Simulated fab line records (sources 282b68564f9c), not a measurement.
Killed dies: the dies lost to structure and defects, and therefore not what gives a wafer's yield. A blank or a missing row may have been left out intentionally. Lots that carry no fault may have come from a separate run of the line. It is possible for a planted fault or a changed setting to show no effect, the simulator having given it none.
What tool caused it? :: flow rit-cmos :: 45 wafers from 15 lots sampled at 2 of the route's 202 steps

## WHAT EACH GAUGE READ, for each wafer
RIT_PWELL_OVL_MEAS_06. Usual: PWELL_OVL gives 0.5 nm (standard deviation 1.5).
lot: L303
measured: day 2 03:58
on: overlay-02
PWELL_OVL (nm): -1.0 0.3 -1.9
flag: 

lot: L306
measured: day 2 16:11
on: overlay-02
PWELL_OVL (nm): 1.4 1.2 1.6
flag: 

lot: L308
measured: day 3 00:03
on: overlay-02
PWELL_OVL (nm): 3.7 4.9 3.4
flag: 

lot: L309
measured: day 3 06:11
on: overlay-02
PWELL_OVL (nm): - - -
flag: OFF

lot: L310
measured: day 3 10:53
on: overlay-02
PWELL_OVL (nm): - - -
flag: OFF

lot: L311
measured: day 3 15:52
on: overlay-02
PWELL_OVL (nm): - - -
flag: OFF

lot: L316
measured: day 4 17:05
on: overlay-02
PWELL_OVL (nm): 0.2 0.9 0.8
flag: 

lot: L317
measured: day 4 21:55
on: overlay-01
PWELL_OVL (nm): 1.9 0.4 -0.6
flag: 

lot: L318
measured: day 5 03:16
on: overlay-02
PWELL_OVL (nm): 1.6 3.2 0.9
flag: 

lot: L320
measured: day 5 10:58
on: overlay-02
PWELL_OVL (nm): 1.0 1.4 2.1
flag: 

lot: L321
measured: day 5 16:04
on: overlay-02
PWELL_OVL (nm): 0.6 1.7 0.2
flag: 

lot: L322
measured: day 5 21:35
on: overlay-02
PWELL_OVL (nm): -0.9 2.1 0.3
flag: 

lot: L324
measured: day 6 07:41
on: overlay-02
PWELL_OVL (nm): 0.7 0.7 0.8
flag: 

lot: L325
measured: day 6 12:16
on: overlay-01
PWELL_OVL (nm): 0.7 0.5 0.5
flag: 

lot: L326
measured: day 6 16:56
on: overlay-02
PWELL_OVL (nm): 0.8 -1.5 -2.0
flag: 

## EACH LOT AND THE TOOL THAT RAN IT (in order: tool; ch and the chambers of the sampled wafers; start)
lot: L303
RIT_PWELL_COAT_01: litho-track-02 ch 0, day 2 03:01

lot: L306
RIT_PWELL_COAT_01: litho-track-04 ch 0, day 2 15:24

lot: L308
RIT_PWELL_COAT_01: litho-track-01 ch 0, day 2 23:10

lot: L309
RIT_PWELL_COAT_01: litho-track-04, day 3 05:22

lot: L310
RIT_PWELL_COAT_01: litho-track-02, day 3 10:03

lot: L311
RIT_PWELL_COAT_01: litho-track-01, day 3 15:10

lot: L316
RIT_PWELL_COAT_01: litho-track-01 ch 0, day 4 16:22

lot: L317
RIT_PWELL_COAT_01: litho-track-01 ch 0, day 4 21:13

lot: L318
RIT_PWELL_COAT_01: litho-track-02 ch 0, day 5 02:25

lot: L320
RIT_PWELL_COAT_01: litho-track-02 ch 0, day 5 10:14

lot: L321
RIT_PWELL_COAT_01: litho-track-02 ch 0, day 5 15:20

lot: L322
RIT_PWELL_COAT_01: litho-track-02 ch 0, day 5 20:45

lot: L324
RIT_PWELL_COAT_01: litho-track-02 ch 0, day 6 06:58

lot: L325
RIT_PWELL_COAT_01: litho-track-01 ch 0, day 6 11:32

lot: L326
RIT_PWELL_COAT_01: litho-track-01 ch 0, day 6 16:02
- RIT_PWELL_COAT_01: resist thk 1300 nm.

## WHAT THE TOOLS THEMSELVES READ (means of the sampled wafers that have a number; where no wafer has one, the mark that the record gives instead)
RIT_PWELL_COAT_01. Usual: chill-plate-temp-C 23.01 C, standard deviation 0.093; dispense-pressure-kPa 49.5 kPa, standard deviation 1.4.
lot: L303
tool: litho-track-02
chill-plate-temp-C (C): 23.05
dispense-pressure-kPa (kPa): 48.6
flag: 

lot: L306
tool: litho-track-04
chill-plate-temp-C (C): 22.95
dispense-pressure-kPa (kPa): 52.9
flag: 

lot: L308
tool: litho-track-01
chill-plate-temp-C (C): 23.10
dispense-pressure-kPa (kPa): 49.5
flag: 

lot: L309
tool: litho-track-04
chill-plate-temp-C (C): -
dispense-pressure-kPa (kPa): -
flag: OFF

lot: L310
tool: litho-track-02
chill-plate-temp-C (C): -
dispense-pressure-kPa (kPa): -
flag: OFF

lot: L311
tool: litho-track-01
chill-plate-temp-C (C): -
dispense-pressure-kPa (kPa): -
flag: OFF

lot: L316
tool: litho-track-01
chill-plate-temp-C (C): 22.99
dispense-pressure-kPa (kPa): 49.4
flag: 

lot: L317
tool: litho-track-01
chill-plate-temp-C (C): 23.09
dispense-pressure-kPa (kPa): 49.5
flag: 

lot: L318
tool: litho-track-02
chill-plate-temp-C (C): 22.89
dispense-pressure-kPa (kPa): 48.6
flag: 

lot: L320
tool: litho-track-02
chill-plate-temp-C (C): 23.00
dispense-pressure-kPa (kPa): 48.6
flag: 

lot: L321
tool: litho-track-02
chill-plate-temp-C (C): 22.99
dispense-pressure-kPa (kPa): 48.6
flag: 

lot: L322
tool: litho-track-02
chill-plate-temp-C (C): 23.10
dispense-pressure-kPa (kPa): 48.6
flag: 

lot: L324
tool: litho-track-02
chill-plate-temp-C (C): 23.07
dispense-pressure-kPa (kPa): 48.6
flag: 

lot: L325
tool: litho-track-01
chill-plate-temp-C (C): 23.09
dispense-pressure-kPa (kPa): 49.4
flag: 

lot: L326
tool: litho-track-01
chill-plate-temp-C (C): 22.99
dispense-pressure-kPa (kPa): 49.5
flag: 

## THE ANSWER, worked out from the rows above alone
Rule: a lot is off if the mean of its wafers that have a number lies more than 3 standard deviations from the usual mean. A lot without any number at a reading at which 4 lots or more have one is off too. All remaining lots with rows at the step are treated as sound. Order of review: gauges by route order, followed by the tools' own readings, for which a lot's mean as printed above is used. The first step at which some lot is off is used, and at that step the reading that is off furthest; a lot without a number counts as furthest.
Off: at RIT_PWELL_OVL_MEAS_06 (PWELL_OVL), L309, L310, L311. Without a number there: L309, L310, L311.
If a tool, at a process step before that reading, ran all the lots that are off and no sound lot after the first of them, it fits. Not tried: the gauges at RIT_PWELL_OVL_MEAS_06; whatever is off there is also off at RIT_PWELL_COAT_01, on other tools, and gauge error can't account for it. None of those tried fits.

## WHAT THE SIMULATOR HAD PUT IN
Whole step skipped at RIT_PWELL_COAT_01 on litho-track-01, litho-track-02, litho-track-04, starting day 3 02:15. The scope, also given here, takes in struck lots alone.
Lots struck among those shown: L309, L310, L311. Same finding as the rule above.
